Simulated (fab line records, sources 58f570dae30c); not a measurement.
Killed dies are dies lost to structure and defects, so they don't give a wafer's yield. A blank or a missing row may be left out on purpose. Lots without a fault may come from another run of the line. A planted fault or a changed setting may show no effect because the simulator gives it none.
fab line records | flow berkeley_cmos170
record lots=5 wafers=15 last_day=13
route steps=331 shown PLDD@157 NLDD@158 SPACER@171 PSD@175 NSD@187 BACKSIDE@199
lots that met no fault: from a run of the same line without faults
start_h: hours from the record's first day to the start of the lot's first wafer shown | wait_h: hours since the lot's step before | " the same as in the row above | L1.1+2: a row that stands for several wafers | - no value, or no start given | * or withheld: withheld | < > ~ a bound
route shown NAME@n: a module of which the file shows steps, and the number in the route of the first | usual: mean/standard deviation of fault-free wafers | same: alike in all rows | chamber/n: place in a boat | sites: the reading at each site | _std_site: their standard deviation | _edge_site: outer sites' mean less inner sites' | radius_mm: how far each site lies from the wafer's centre | mask NAME#n: copy n | behind: the tool/chamber that last shaped the wafer | hold: why the lot was held/for how many hours/how that ended | device: the transistor (n, p or np) that didn't switch | end of line: the same wafers' tests at the end of the route | a step without rows: its recipe alone | killed: dies lost to structure and defects at the first sort, not the wafer's yield | map: a wafer's dies, x killed, . not, _ none there
set.NAME: the setting as run; set.NAME@STEP: as run at that earlier step | model.NAME: the simulator's own value behind a step, which no gauge read
lots at some steps of the route; a table a step, a row a wafer
services: from which hour (start_h, from the record's first day; less than 0 if before it) a tool's chamber was out of use, for how many hours, and why
## steps
# step UCB170_PLDD_CLEAN_12
# recipe chemistry=SPM temp_c=120 time_s=600
# columns lot.wafer tool chamber start_h wait_h
L074.1+3+4 wet_bench-02 3 166.29 0.1
L082.2+4+6 wet_bench-01 2 201.40 0.0
L088.2+4+6 wet_bench-03 1 242.14 0.0
L091.2+4+6 wet_bench-03 3 258.83 0.0
L095.2+4+5 wet_bench-01 1 270.43 0.0
# step UCB170_NLDD_HMDS_00
# recipe prime_time_s=60 prime_temp_c=100
# columns lot.wafer tool chamber start_h wait_h
L074.1+3+4 litho_track-03 0 166.47 0.0
L082.2+4+6 litho_track-01 0 201.81 0.2
L088.2+4+6 litho_track-02 0 242.34 0.0
L091.2+4+6 litho_track-02 0 259.03 0.0
L095.2+4+5 litho_track-02 0 270.79 0.2
# step UCB170_NLDD_COAT_01
# recipe resist=KrF spin_rpm=1500 resist_thk_nm=900
# columns lot.wafer tool chamber start_h wait_h
L074.1+3+4 litho_track-03 0 166.62 0.1
L082.2+4+6 litho_track-01 0 201.96 0.1
L088.2+4+6 litho_track-02 0 242.49 0.1
L091.2+4+6 litho_track-02 0 259.18 0.1
L095.2+4+5 litho_track-02 0 270.94 0.1
# step UCB170_NLDD_SOFTBAKE_02
# recipe resist=KrF temp_c=130 time_s=60
# columns lot.wafer tool chamber start_h wait_h
L074.1+3+4 litho_track-03 0 166.77 0.1
L082.2+4+6 litho_track-01 0 202.11 0.1
L088.2+4+6 litho_track-02 0 242.64 0.1
L091.2+4+6 litho_track-02 0 259.33 0.1
L095.2+4+5 litho_track-02 0 271.09 0.1
# step UCB170_NLDD_EXPOSE_03
# recipe mask_id=NSELECT na=0.5 sigma_outer=0.6 source_shape=conventional target_cd_nm=1200 dose_mj=30
# columns lot.wafer tool chamber start_h wait_h mask
L074.1+3+4 krf_scanner-02 0 167.26 0.5 NSELECT#0
L082.2+4+6 krf_scanner-02 0 203.27 1.1 NSELECT#0
L088.2+4+6 krf_scanner-02 0 242.95 0.3 NSELECT#0
L091.2+4+6 krf_scanner-01 0 259.64 0.3 NSELECT#0
L095.2+4+5 krf_scanner-02 0 271.35 0.2 NSELECT#0
# step UCB170_NLDD_PEB_04
# recipe peb_temp_c=130 peb_time_s=withheld resist=KrF
# columns lot.wafer tool chamber start_h wait_h
L074.1+3+4 litho_track-02 0 167.38 0.1
L082.2+4+6 litho_track-03 0 203.56 0.3
L088.2+4+6 litho_track-01 0 243.21 0.2
L091.2+4+6 litho_track-01 0 259.76 0.1
L095.2+4+5 litho_track-01 0 271.75 0.4
# step UCB170_NLDD_DEVELOP_05
# recipe developer=TMAH develop_time_s=45 resist=KrF dev_temp_c=21
# same develop_time_s=45
# columns lot.wafer tool chamber start_h wait_h
L074.1+3+4 litho_track-02 0 - -
L082.2+4+6 litho_track-03 0 - -
L088.2+4+6 litho_track-01 0 - -
L091.2+4+6 litho_track-01 0 - -
L095.2+4+5 litho_track-01 0 - -
# step UCB170_NLDD_CD_MEAS_06
# recipe target_cd_nm=1200
# usual cd_nm=1200.3/1.2
# columns lot.wafer tool chamber start_h wait_h cd_nm
L074.1 cd_sem-02 - 167.65 - 1199.6
L074.3 " - " " 1199.0
L074.4 " - " " 1200.0
L082.2 cd_sem-02 - 203.83 - 1200.3
L082.4 " - " " 1200.9
L082.6 " - " " 1199.6
L088.2 cd_sem-01 - 243.48 - 1199.3
L088.4 " - " " 1198.5
L088.6 " - " " 1198.4
L091.2 cd_sem-01 - 260.03 - 1201.8
L091.4 " - " " 1202.0
L091.6 " - " " 1202.6
L095.2 cd_sem-01 - 272.02 - 1201.6
L095.4 " - " " 1201.3
L095.5 " - " " 1200.7
# step UCB170_NLDD_OVL_MEAS_07
# usual NLDD_OVL=0/5.9
# columns lot.wafer tool chamber start_h wait_h NLDD_OVL[nm]
L074.1 overlay-01 - 167.77 0.1 14
L074.3 " - " " 9
L074.4 " - " " 8
L082.2 overlay-01 - 203.94 0.1 7
L082.4 " - " " 3
L082.6 " - " " 1
L088.2 overlay-01 - 243.59 0.1 6
L088.4 " - " " 4
L088.6 " - " " 0
L091.2 overlay-02 - 260.13 0.1 -2
L091.4 " - " " -8
L091.6 " - " " -7
L095.2 overlay-02 - 272.12 0.1 -3
L095.4 " - " " 2
L095.5 " - " " 0
# step UCB170_NLDD_IMPLANT_08
# recipe species=As dose_cm2=5e+13 energy_kev=30 tilt_deg=7 rotation_deg=0
# columns lot.wafer tool chamber start_h wait_h
L074.1+3+4 implanter-03 0 167.81 0.0
L082.2+4+6 implanter-03 0 203.99 0.0
L088.2+4+6 implanter-04 0 243.64 0.0
L091.2+4+6 implanter-02 0 260.19 0.0
L095.2+4+5 implanter-04 0 272.18 0.0
# step UCB170_NLDD_IMPLANT_09
# recipe species=As dose_cm2=5e+13 energy_kev=30 tilt_deg=7 rotation_deg=180
# columns lot.wafer tool chamber start_h wait_h
L074.1+3+4 implanter-03 0 167.96 0.1
L082.2+4+6 implanter-03 0 204.14 0.1
L088.2+4+6 implanter-04 0 243.79 0.1
L091.2+4+6 implanter-02 0 260.34 0.1
L095.2+4+5 implanter-04 0 272.33 0.1
# step UCB170_NLDD_STRIP_10
# recipe chemistry=O2 power_w=400 pressure_mtorr=3500 platen_temp_c=withheld o2_flow_sccm=400 overash_fraction=0.5
# usual drypump_motor_current_A=5.5/0.43 oes_product_au=0.735/0.0043 strip_time_to_endpoint_s=21.67/0.063
# columns lot.wafer tool chamber start_h wait_h drypump_motor_current_A oes_product_au rf_hours_counter_h strip_time_to_endpoint_s
L074.1 plasma_asher-04 0 168.11 0.1 6.1 0.736 43 21.69
L074.3 " 0 " " 6.1 0.739 - 21.74
L074.4 " 1 " " 5.3 0.739 - 21.63
L082.2 plasma_asher-04 0 204.27 0.1 6.1 0.729 47 21.58
L082.4 " 0 " " 6.1 0.730 - 21.53
L082.6 " 1 " " 5.3 0.736 - 21.57
L088.2 plasma_asher-03 1 243.92 0.1 5.8 0.727 52 21.65
L088.4 " 1 " " 5.8 0.734 - 21.65
L088.6 " 1 " " 5.8 0.739 - 21.63
L091.2 plasma_asher-04 1 260.46 0.1 5.3 0.733 53 21.70
L091.4 " 1 " " 5.3 0.735 - 21.66
L091.6 " 1 " " 5.3 0.737 - 21.77
L095.2 plasma_asher-03 0 272.45 0.1 5.1 0.740 55 21.61
L095.4 " 0 " " 5.1 0.730 - 21.73
L095.5 " 0 " " 5.1 0.738 - 21.63
# step UCB170_NLDD_TW_MEAS_11
# usual NLDD_TW=2222/27
# columns lot.wafer tool chamber start_h wait_h NLDD_TW
L074.1 film_metro-03 - 168.21 0.1 2217
L074.3 " - " " 2204
L074.4 " - " " 2206
L082.2 film_metro-04 - 204.38 0.1 2230
L082.4 " - " " 2247
L082.6 " - " " 2236
L088.2 film_metro-04 - 244.03 0.1 2265
L088.4 " - " " 2261
L088.6 " - " " 2262
L091.2 film_metro-03 - 260.57 0.1 2196
L091.4 " - " " 2210
L091.6 " - " " 2192
L095.2 film_metro-04 - 272.56 0.1 2246
L095.4 " - " " 2256
L095.5 " - " " 2244
# step UCB170_NLDD_CLEAN_12
# recipe chemistry=SPM temp_c=120 time_s=600
# columns lot.wafer tool chamber start_h wait_h
L074.1+3+4 wet_bench-04 2 168.41 0.2
L082.2+4+6 wet_bench-03 0 204.57 0.2
L088.2+4+6 wet_bench-03 1 244.08 0.0
L091.2+4+6 wet_bench-01 2 260.62 0.0
L095.2+4+5 wet_bench-04 1 272.61 0.0
# step UCB170_SPACER_CVD_00
# recipe material=SiO2 target_thk_nm=376 temp_c=390 precursor=TEOS/O2 time_s=47 rf_w=550 pressure_mtorr=9000
# usual heater_power_w=279/45 susceptor_temp_C=390.02/0.22
# columns lot.wafer tool chamber start_h wait_h heater_power_w since_wet_clean_h susceptor_temp_C
L074.1 pecvd-01 1 168.58 0.0 199 247 389.66
L074.3 " 0 " " 278 247 389.33
L074.4 " 0 " " 301 - 389.67
L082.2 pecvd-03 1 204.75 0.0 303 176 389.77
L082.4 " 2 " " 322 - 390.01
L082.6 " 2 " " 334 - 390.19
L088.2 pecvd-03 0 244.27 0.0 222 216 389.54
L088.4 " 0 " " 243 - 389.56
L088.6 " 1 " " 230 - 390.18
L091.2 pecvd-03 1 260.80 0.0 324 232 390.23
L091.4 " 0 " " 278 - 390.02
L091.6 " 1 " " 236 - 390.29
L095.2 pecvd-01 2 272.79 0.0 270 351 390.23
L095.4 " 0 " " 312 - 390.21
L095.5 " 1 " " 198 - 390.17
# step UCB170_SPACER_THK_MEAS_01
# recipe reads=SiO2_of_SPACER_CVD_00
# usual SPACER_TEOS_THK=374/5.1
# columns lot.wafer tool chamber start_h wait_h SPACER_TEOS_THK[nm]
L074.1 film_metro-01 - 168.63 0.0 370
L074.3 " - " " 376
L074.4 " - " " 384
L082.2 film_metro-02 - 204.82 0.1 373
L082.4 " - " " 384
L082.6 " - " " 381
L088.2 film_metro-01 - 244.32 0.0 375
L088.4 " - " " 378
L088.6 " - " " 371
L091.2 film_metro-01 - 260.85 0.0 368
L091.4 " - " " 377
L091.6 " - " " 367
L095.2 film_metro-02 - 272.84 0.0 369
L095.4 " - " " 376
L095.5 " - " " 376
# step UCB170_SPACER_ANNEAL_02
# recipe temp_c=900 time_s=1800 ambient=N2
# usual tube_center_temp_C_max=902.3/0.37 zone_power_centre_pct=39/3.2
# columns lot.wafer tool chamber start_h wait_h tube_center_temp_C_max zone_power_centre_pct
L074.1 furnace-04 0 175.27 6.6 902.0 40
L074.3 " 0 " " 901.9 40
L074.4 " 0 " " 902.0 40
L082.2 furnace-04 0 208.25 3.4 901.9 40
L082.4 " 0 " " 901.7 40
L082.6 " 0 " " 902.6 40
L088.2 furnace-04 0 249.50 5.2 902.5 40
L088.4 " 0 " " 902.0 41
L088.6 " 0 " " 901.9 40
L091.2 furnace-02 0 265.66 4.8 902.3 36
L091.4 " 0 " " 902.1 35
L091.6 " 0 " " 902.4 35
L095.2 furnace-02 0 277.16 4.3 901.6 36
L095.4 " 0 " " 902.5 35
L095.5 " 0 " " 902.5 36
# step UCB170_SPACER_ETCHBACK_03
# recipe stop_on=Si target=SiO2 chemistry=CHF3/CF4/Ar CHF3_flow_sccm=50 cf4_flow_sccm=10 Ar_flow_sccm=120 pressure_mtorr=200 rf_w=500 target_depth_a=3760 time_s=100
# usual drypump_motor_current_A=6.0/0.45 oes_product_au=0.898/0.014 throttle_valve_pct=6.51/0.1
# columns lot.wafer tool chamber start_h wait_h drypump_motor_current_A oes_product_au rf_hours_counter_h throttle_valve_pct
L074.1 rie_diel-02 0 176.77 0.0 6.1 0.908 86 6.47
L074.3 " 3 " " 6.3 0.912 118 6.61
L074.4 " 2 " " 6.2 0.912 119 6.51
L082.2 rie_diel-02 3 209.75 0.0 6.3 0.913 120 6.62
L082.4 " 1 " " 6.5 0.919 6 6.37
L082.6 " 0 " " 6.1 0.922 - 6.46
L088.2 rie_diel-03 3 251.00 0.0 5.5 0.893 6 6.45
L088.4 " 1 " " 6.1 0.901 - 6.53
L088.6 " 3 " " 5.5 0.889 - 6.44
L091.2 rie_diel-03 1 267.16 0.0 6.2 0.883 80 6.54
L091.4 " 3 " " 5.5 0.903 7 6.45
L091.6 " 3 " " 5.5 0.870 - 6.45
L095.2 rie_diel-03 1 278.66 0.0 6.1 0.885 80 6.55
L095.4 " 0 " " 5.1 0.899 24 6.57
L095.5 " 1 " " 6.2 0.904 - 6.53
# step UCB170_PSD_HMDS_00
# recipe prime_time_s=60 prime_temp_c=100
# columns lot.wafer tool chamber start_h wait_h
L074.1+3+4 litho_track-02 0 177.08 0.3
L082.2+4+6 litho_track-01 0 209.94 0.2
L088.2+4+6 litho_track-01 0 251.10 0.1
L091.2+4+6 litho_track-04 0 267.27 0.1
L095.2+4+5 litho_track-04 0 278.77 0.1
# step UCB170_PSD_COAT_01
# recipe resist=KrF spin_rpm=1500 resist_thk_nm=900
# columns lot.wafer tool chamber start_h wait_h
L074.1+3+4 litho_track-02 0 177.23 0.1
L082.2+4+6 litho_track-01 0 210.09 0.1
L088.2+4+6 litho_track-01 0 251.25 0.1
L091.2+4+6 litho_track-04 0 267.42 0.1
L095.2+4+5 litho_track-04 0 278.92 0.1
# step UCB170_PSD_SOFTBAKE_02
# recipe resist=KrF temp_c=130 time_s=60
# columns lot.wafer tool chamber start_h wait_h
L074.1+3+4 litho_track-02 0 177.38 0.1
L082.2+4+6 litho_track-01 0 210.24 0.1
L088.2+4+6 litho_track-01 0 251.40 0.1
L091.2+4+6 litho_track-04 0 267.57 0.1
L095.2+4+5 litho_track-04 0 279.07 0.1
# step UCB170_PSD_EXPOSE_03
# recipe mask_id=PSELECT_MOD na=0.5 sigma_outer=0.6 source_shape=conventional target_cd_nm=1200 dose_mj=30
# columns lot.wafer tool chamber start_h wait_h mask
L074.1+3+4 krf_scanner-01 0 177.77 0.4 PSELECT_MOD#0
L082.2+4+6 krf_scanner-02 0 210.66 0.4 PSELECT_MOD#0
L088.2+4+6 krf_scanner-02 0 251.67 0.2 PSELECT_MOD#0
L091.2+4+6 krf_scanner-01 0 267.82 0.2 PSELECT_MOD#0
L095.2+4+5 krf_scanner-02 0 279.34 0.2 PSELECT_MOD#0
# step UCB170_PSD_PEB_04
# recipe peb_temp_c=130 peb_time_s=withheld resist=KrF
# columns lot.wafer tool chamber start_h wait_h
L074.1+3+4 litho_track-04 0 178.06 0.3
L082.2+4+6 litho_track-04 0 210.78 0.1
L088.2+4+6 litho_track-04 0 251.88 0.2
L091.2+4+6 litho_track-02 0 267.94 0.1
L095.2+4+5 litho_track-01 0 279.61 0.2
# step UCB170_PSD_DEVELOP_05
# recipe developer=TMAH develop_time_s=45 resist=KrF dev_temp_c=21
# same develop_time_s=45
# columns lot.wafer tool chamber start_h wait_h
L074.1+3+4 litho_track-04 0 - -
L082.2+4+6 litho_track-04 0 - -
L088.2+4+6 litho_track-04 0 - -
L091.2+4+6 litho_track-02 0 - -
L095.2+4+5 litho_track-01 0 - -
# step UCB170_PSD_CD_MEAS_06
# recipe target_cd_nm=1200
# usual cd_nm=1199.7/1.2
# columns lot.wafer tool chamber start_h wait_h cd_nm
L074.1 cd_sem-01 - 178.34 - 1200.3
L074.3 " - " " 1200.9
L074.4 " - " " 1202.1
L082.2 cd_sem-01 - 211.05 - 1198.9
L082.4 " - " " 1200.0
L082.6 " - " " 1198.6
L088.2 cd_sem-01 - 252.15 - 1198.4
L088.4 " - " " 1199.0
L088.6 " - " " 1198.4
L091.2 cd_sem-01 - 268.24 - 1202.5
L091.4 " - " " 1200.5
L091.6 " - " " 1201.0
L095.2 cd_sem-01 - 279.89 - 1199.6
L095.4 " - " " 1198.9
L095.5 " - " " 1198.4
# step UCB170_PSD_OVL_MEAS_07
# usual PSD_OVL=0/4.9
# columns lot.wafer tool chamber start_h wait_h PSD_OVL[nm]
L074.1 overlay-01 - 178.46 0.1 -1
L074.3 " - " " -4
L074.4 " - " " 0
L082.2 overlay-01 - 211.15 0.1 -5
L082.4 " - " " 10
L082.6 " - " " -1
L088.2 overlay-01 - 252.25 0.1 -2
L088.4 " - " " 1
L088.6 " - " " 1
L091.2 overlay-01 - 268.35 0.1 -7
L091.4 " - " " -11
L091.6 " - " " -5
L095.2 overlay-02 - 280.00 0.1 -1
L095.4 " - " " 9
L095.5 " - " " 0
# step UCB170_PSD_IMPLANT_08
# recipe species=B dose_cm2=3e+15 energy_kev=20 tilt_deg=7
# columns lot.wafer tool chamber start_h wait_h
L074.1+3+4 implanter-02 0 178.49 0.0
L082.2+4+6 implanter-02 0 211.21 0.0
L088.2+4+6 implanter-02 0 252.31 0.0
L091.2+4+6 implanter-02 0 268.41 0.0
L095.2+4+5 implanter-02 0 280.05 0.0
# step UCB170_PSD_STRIP_09
# recipe chemistry=O2 power_w=400 pressure_mtorr=3500 platen_temp_c=withheld o2_flow_sccm=400 overash_fraction=0.5
# usual drypump_motor_current_A=5.7/0.46 oes_product_au=0.600/0.0046 strip_time_to_endpoint_s=29.43/0.087
# columns lot.wafer tool chamber start_h wait_h drypump_motor_current_A oes_product_au rf_hours_counter_h strip_time_to_endpoint_s
L074.1 plasma_asher-03 0 178.64 0.1 5.1 0.599 44 29.39
L074.3 " 1 " " 5.8 0.602 - 29.44
L074.4 " 0 " " 5.1 0.608 - 29.45
L082.2 plasma_asher-04 1 211.33 0.1 5.3 0.606 47 29.53
L082.4 " 1 " " 5.3 0.598 - 29.44
L082.6 " 1 " " 5.3 0.602 - 29.50
L088.2 plasma_asher-01 0 252.43 0.1 5.7 0.603 13 29.37
L088.4 " 0 " " 5.7 0.601 - 29.37
L088.6 " 0 " " 5.7 0.601 - 29.30
L091.2 plasma_asher-01 1 268.53 0.1 6.5 0.606 15 29.36
L091.4 " 1 " " 6.5 0.598 - 29.39
L091.6 " 0 " " 5.7 0.598 - 29.42
L095.2 plasma_asher-01 1 280.18 0.1 6.5 0.597 16 29.36
L095.4 " 0 " " 5.8 0.601 - 29.42
L095.5 " 1 " " 6.5 0.599 - 29.39
# step UCB170_PSD_TW_MEAS_10
# usual PSD_TW=2327/27
# columns lot.wafer tool chamber start_h wait_h PSD_TW
L074.1 film_metro-04 - 178.74 0.1 2354
L074.3 " - " " 2371
L074.4 " - " " 2371
L082.2 film_metro-01 - 211.44 0.1 2322
L082.4 " - " " 2316
L082.6 " - " " 2325
L088.2 film_metro-03 - 252.54 0.1 2318
L088.4 " - " " 2314
L088.6 " - " " 2310
L091.2 film_metro-01 - 268.64 0.1 2311
L091.4 " - " " 2302
L091.6 " - " " 2305
L095.2 film_metro-03 - 280.29 0.1 2335
L095.4 " - " " 2321
L095.5 " - " " 2327
# step UCB170_PSD_CLEAN_11
# recipe chemistry=SPM temp_c=120 time_s=600
# columns lot.wafer tool chamber start_h wait_h
L074.1+3+4 wet_bench-02 3 178.80 0.1
L082.2+4+6 wet_bench-04 0 211.92 0.5
L088.2+4+6 wet_bench-02 1 252.66 0.1
L091.2+4+6 wet_bench-03 1 268.72 0.1
L095.2+4+5 wet_bench-02 3 280.34 0.0
# step UCB170_NSD_HMDS_00
# recipe prime_time_s=60 prime_temp_c=100
# columns lot.wafer tool chamber start_h wait_h
L074.1+3+4 litho_track-02 0 179.25 0.3
L082.2+4+6 litho_track-03 0 212.12 0.0
L088.2+4+6 litho_track-02 0 253.62 0.8
L091.2+4+6 litho_track-02 0 269.34 0.4
L095.2+4+5 litho_track-03 0 280.77 0.3
# step UCB170_NSD_COAT_01
# recipe resist=KrF spin_rpm=1500 resist_thk_nm=900
# columns lot.wafer tool chamber start_h wait_h
L074.1+3+4 litho_track-02 0 179.40 0.1
L082.2+4+6 litho_track-03 0 212.27 0.1
L088.2+4+6 litho_track-02 0 253.77 0.1
L091.2+4+6 litho_track-02 0 269.49 0.1
L095.2+4+5 litho_track-03 0 280.92 0.1
# step UCB170_NSD_SOFTBAKE_02
# recipe resist=KrF temp_c=130 time_s=60
# columns lot.wafer tool chamber start_h wait_h
L074.1+3+4 litho_track-02 0 179.55 0.1
L082.2+4+6 litho_track-03 0 212.42 0.1
L088.2+4+6 litho_track-02 0 253.92 0.1
L091.2+4+6 litho_track-02 0 269.64 0.1
L095.2+4+5 litho_track-03 0 281.07 0.1
# step UCB170_NSD_EXPOSE_03
# recipe mask_id=NSELECT_MOD na=0.5 sigma_outer=0.6 source_shape=conventional target_cd_nm=1200 dose_mj=30
# columns lot.wafer tool chamber start_h wait_h mask
L074.1+3+4 krf_scanner-01 0 179.80 0.2 NSELECT_MOD#0
L082.2+4+6 krf_scanner-02 0 212.81 0.4 NSELECT_MOD#0
L088.2+4+6 krf_scanner-02 0 254.06 0.1 NSELECT_MOD#0
L091.2+4+6 krf_scanner-01 0 269.78 0.1 NSELECT_MOD#0
L095.2+4+5 krf_scanner-02 0 281.34 0.2 NSELECT_MOD#0
# step UCB170_NSD_PEB_04
# recipe peb_temp_c=130 peb_time_s=withheld resist=KrF
# columns lot.wafer tool chamber start_h wait_h
L074.1+3+4 litho_track-02 0 180.25 0.4
L082.2+4+6 litho_track-04 0 212.93 0.1
L088.2+4+6 litho_track-02 0 254.62 0.5
L091.2+4+6 litho_track-03 0 270.34 0.5
L095.2+4+5 litho_track-03 0 281.95 0.6
# step UCB170_NSD_DEVELOP_05
# recipe developer=TMAH develop_time_s=45 resist=KrF dev_temp_c=21
# same develop_time_s=45
# columns lot.wafer tool chamber start_h wait_h
L074.1+3+4 litho_track-02 0 - -
L082.2+4+6 litho_track-04 0 - -
L088.2+4+6 litho_track-02 0 - -
L091.2+4+6 litho_track-03 0 - -
L095.2+4+5 litho_track-03 0 - -
# step UCB170_NSD_CD_MEAS_06
# recipe target_cd_nm=1200
# usual cd_nm=1199.8/1.5
# columns lot.wafer tool chamber start_h wait_h cd_nm
L074.1 cd_sem-01 - 180.61 - 1198.0
L074.3 " - " " 1197.0
L074.4 " - " " 1199.2
L082.2 cd_sem-02 - 213.20 - 1199.8
L082.4 " - " " 1197.9
L082.6 " - " " 1200.6
L088.2 cd_sem-02 - 254.89 - 1200.1
L088.4 " - " " 1198.7
L088.6 " - " " 1199.7
L091.2 cd_sem-01 - 270.61 - 1199.8
L091.4 " - " " 1198.6
L091.6 " - " " 1199.8
L095.2 cd_sem-01 - 282.22 - 1202.6
L095.4 " - " " 1202.4
L095.5 " - " " 1202.2
# step UCB170_NSD_OVL_MEAS_07
# usual NSD_OVL=0/4.9
# columns lot.wafer tool chamber start_h wait_h NSD_OVL[nm]
L074.1 overlay-01 - 180.73 0.1 -17
L074.3 " - " " -4
L074.4 " - " " -3
L082.2 overlay-01 - 213.31 0.1 -7
L082.4 " - " " 4
L082.6 " - " " -1
L088.2 overlay-01 - 255.00 0.1 3
L088.4 " - " " -3
L088.6 " - " " 0
L091.2 overlay-02 - 270.71 0.1 -8
L091.4 " - " " -6
L091.6 " - " " 0
L095.2 overlay-01 - 282.33 0.1 3
L095.4 " - " " -3
L095.5 " - " " 1
# step UCB170_NSD_IMPLANT_08
# recipe species=P dose_cm2=3e+15 energy_kev=40 tilt_deg=7
# columns lot.wafer tool chamber start_h wait_h
L074.1+3+4 implanter-02 0 180.77 0.0
L082.2+4+6 implanter-01 0 213.36 0.0
L088.2+4+6 implanter-01 0 255.05 0.0
L091.2+4+6 implanter-02 0 270.77 0.0
L095.2+4+5 implanter-01 0 282.38 0.0
# step UCB170_NSD_STRIP_09
# recipe chemistry=O2 power_w=400 pressure_mtorr=3500 platen_temp_c=withheld o2_flow_sccm=400 overash_fraction=0.5
# usual drypump_motor_current_A=5.6/0.52 oes_product_au=0.533/0.0044 strip_time_to_endpoint_s=35.88/0.072
# columns lot.wafer tool chamber start_h wait_h drypump_motor_current_A oes_product_au rf_hours_counter_h strip_time_to_endpoint_s
L074.1 plasma_asher-01 0 180.92 0.1 5.8 0.524 6 35.90
L074.3 " 0 " " 5.8 0.535 - 35.83
L074.4 " 1 " " 6.5 0.525 - 35.94
L082.2 plasma_asher-02 0 213.49 0.1 4.9 0.542 43 35.91
L082.4 " 1 " " 5.9 0.538 - 35.85
L082.6 " 0 " " 4.9 0.538 - 35.83
L088.2 plasma_asher-03 1 255.18 0.1 5.8 0.531 53 35.82
L088.4 " 1 " " 5.8 0.538 - 35.75
L088.6 " 0 " " 5.1 0.526 - 35.79
L091.2 plasma_asher-03 0 270.89 0.1 5.1 0.533 55 36.02
L091.4 " 1 " " 5.8 0.539 - 36.00
L091.6 " 1 " " 5.8 0.538 - 35.98
L095.2 plasma_asher-01 1 282.51 0.1 6.5 0.532 16 35.80
L095.4 " 0 " " 5.7 0.535 - 35.90
L095.5 " 0 " " 5.8 0.541 - 35.99
# step UCB170_NSD_TW_MEAS_10
# usual NSD_TW=4190/47
# columns lot.wafer tool chamber start_h wait_h NSD_TW
L074.1 film_metro-01 - 181.02 0.1 4133
L074.3 " - " " 4139
L074.4 " - " " 4134
L082.2 film_metro-01 - 213.60 0.1 4165
L082.4 " - " " 4160
L082.6 " - " " 4178
L088.2 film_metro-03 - 255.29 0.1 4150
L088.4 " - " " 4151
L088.6 " - " " 4151
L091.2 film_metro-04 - 271.00 0.1 4255
L091.4 " - " " 4240
L091.6 " - " " 4250
L095.2 film_metro-03 - 282.62 0.1 4192
L095.4 " - " " 4156
L095.5 " - " " 4185
# step UCB170_NSD_CLEAN_11
# recipe chemistry=SPM temp_c=120 time_s=600
# columns lot.wafer tool chamber start_h wait_h
L074.1+3+4 wet_bench-04 1 181.08 0.1
L082.2+4+6 wet_bench-04 1 213.65 0.0
L088.2+4+6 wet_bench-04 3 256.13 0.8
L091.2+4+6 wet_bench-04 1 271.05 0.0
L095.2+4+5 wet_bench-01 3 282.72 0.1
# step UCB170_BACKSIDE_HMDS_00
# recipe prime_time_s=60 prime_temp_c=100
# columns lot.wafer tool chamber start_h wait_h
L074.1+3+4 litho_track-01 0 181.36 0.1
L082.2+4+6 litho_track-03 0 213.86 0.0
L088.2+4+6 litho_track-03 0 256.33 0.0
L091.2+4+6 litho_track-01 0 271.30 0.1
L095.2+4+5 litho_track-01 0 282.96 0.1
# step UCB170_BACKSIDE_COAT_01
# recipe resist=KrF spin_rpm=1500 resist_thk_nm=900
# columns lot.wafer tool chamber start_h wait_h
L074.1+3+4 litho_track-01 0 181.51 0.1
L082.2+4+6 litho_track-03 0 214.01 0.1
L088.2+4+6 litho_track-03 0 256.48 0.1
L091.2+4+6 litho_track-01 0 271.45 0.1
L095.2+4+5 litho_track-01 0 283.11 0.1
# step UCB170_BACKSIDE_SOFTBAKE_02
# recipe resist=KrF temp_c=130 time_s=60
# columns lot.wafer tool chamber start_h wait_h
L074.1+3+4 litho_track-01 0 181.66 0.1
L082.2+4+6 litho_track-03 0 214.16 0.1
L088.2+4+6 litho_track-03 0 256.63 0.1
L091.2+4+6 litho_track-01 0 271.60 0.1
L095.2+4+5 litho_track-01 0 283.26 0.1
# step UCB170_BACKSIDE_STRIP_03
# recipe chemistry=O2 power_w=400 pressure_mtorr=3500 platen_temp_c=withheld o2_flow_sccm=400 overash_fraction=0.5
# usual drypump_motor_current_A=5.8/0.52 oes_product_au=0.735/0.0045 strip_time_to_endpoint_s=22.00/0.067
# columns lot.wafer tool chamber start_h wait_h drypump_motor_current_A oes_product_au rf_hours_counter_h strip_time_to_endpoint_s
L074.1 plasma_asher-01 0 181.81 0.1 5.8 0.734 6 22.05
L074.3 " 0 " " 5.8 0.734 - 22.01
L074.4 " 1 " " 6.5 0.736 - 22.04
L082.2 plasma_asher-02 1 214.29 0.1 5.8 0.735 43 22.04
L082.4 " 1 " " 5.8 0.733 - 21.95
L082.6 " 1 " " 5.8 0.740 - 22.03
L088.2 plasma_asher-02 0 256.76 0.1 4.9 0.737 47 22.00
L088.4 " 0 " " 4.9 0.744 - 22.03
L088.6 " 1 " " 5.9 0.741 - 22.03
L091.2 plasma_asher-02 1 271.72 0.1 5.8 0.734 49 21.89
L091.4 " 0 " " 4.9 0.732 - 21.89
L091.6 " 1 " " 5.8 0.731 - 21.91
L095.2 plasma_asher-04 1 283.38 0.1 5.3 0.737 55 21.86
L095.4 " 1 " " 5.3 0.738 - 21.89
L095.5 " 0 " " 6.1 0.742 - 21.98
# step UCB170_BACKSIDE_CLEAN_04
# recipe chemistry=SPM temp_c=120 time_s=600
# columns lot.wafer tool chamber start_h wait_h
L074.1+3+4 wet_bench-02 3 181.91 0.1
L082.2+4+6 wet_bench-01 2 214.39 0.1
L088.2+4+6 wet_bench-01 1 256.98 0.2
L091.2+4+6 wet_bench-01 0 271.82 0.1
L095.2+4+5 wet_bench-01 2 283.48 0.1
## services
# columns tool chamber start_h hours kind
rie_diel-03 3 154.11 13.3 repair
furnace-04 - 155.10 3.8 pm
krf_scanner-01 - 162.01 0.2 repair
implanter-03 - 172.41 3.3 pm
implanter-03 - 176.32 8.8 repair
krf_scanner-01 - 176.38 0.6 repair
implanter-01 - 178.05 6.2 repair
pecvd-03 - 178.85 6.0 pm
wet_bench-04 - 182.03 1.4 repair
krf_scanner-01 - 188.55 1.0 pm
krf_scanner-02 - 191.10 1.0 pm
rie_diel-03 2 193.39 10.0 repair
pecvd-03 0 201.50 3.8 repair
krf_scanner-01 - 202.29 2.2 repair
krf_scanner-01 - 214.96 1.3 pm
wet_bench-01 - 219.28 1.9 pm
wet_bench-04 - 225.43 4.7 repair
rie_diel-03 1 230.57 5.6 repair
plasma_asher-01 - 236.22 1.2 repair
krf_scanner-01 - 240.80 2.6 repair
krf_scanner-01 - 249.90 4.4 pm
krf_scanner-02 - 256.39 0.8 pm
rie_diel-03 - 273.06 0.5 repair
krf_scanner-02 - 277.05 1.3 pm
## key
fault none
